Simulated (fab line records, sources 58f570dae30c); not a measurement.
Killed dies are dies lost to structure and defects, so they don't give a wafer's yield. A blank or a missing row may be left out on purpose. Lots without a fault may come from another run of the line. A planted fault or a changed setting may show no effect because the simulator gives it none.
Which tool did it? | flow berkeley_cmos170 | 7 lots, 21 wafers sampled, at 2 steps of a route of 331

WHAT THE GAUGES READ, wafer by wafer
UCB170_PFIELD_OVL_MEAS_06.
lot  | measured    | on         | PFIELD_OVL (nm)
L669 | day 4 11:33 | overlay-01 | -1 0 -5
L672 | day 4 22:05 | overlay-02 | 8 7 11
L675 | day 5 15:41 | overlay-02 | 2 1 2
L683 | day 7 10:17 | overlay-02 | 9 2 -1
L686 | day 8 13:50 | overlay-02 | 8 10 0
L688 | day 8 14:13 | overlay-02 | 0 6 4
L690 | day 8 14:29 | overlay-02 | 4 7 4

WHICH TOOL RAN EACH LOT (tool, then ch and the chambers of the sampled wafers, then the start)
lot  | UCB170_WELLDRIVE_ANNEAL_03
L669 | furnace-02 ch 0, day 3 19:33
L672 | furnace-04 ch 0, day 4 03:06
L675 | furnace-04 ch 0, day 4 20:31
L683 | furnace-02 ch 0, day 6 17:40
L686 | furnace-04 ch 0, day 7 21:22
L688 | furnace-04 ch 0, day 7 21:22
L690 | furnace-01 ch 0, day 8 00:38
- UCB170_WELLDRIVE_ANNEAL_03: time 900 s.

THE ANSWER, worked out from the rows above alone
Rule: what is usual is taken from the lots themselves. Put in order of their means at a reading, lots are off if they are a third of the lots or fewer, leave a main group of 4 or more, and stand apart from it by a gap of 3 or more times the standard deviation of the main group's means; of several such gaps the widest counts. A main group whose means are all the same, to the digits that the tables above print for the reading, isn't used. A lot without any number at a reading at which 4 lots or more have one is off too. The other lots that the step has rows for count as sound.
No lot is off at any reading shown: from this, nothing can be told.

WHAT THE SIMULATOR HAD PUT IN
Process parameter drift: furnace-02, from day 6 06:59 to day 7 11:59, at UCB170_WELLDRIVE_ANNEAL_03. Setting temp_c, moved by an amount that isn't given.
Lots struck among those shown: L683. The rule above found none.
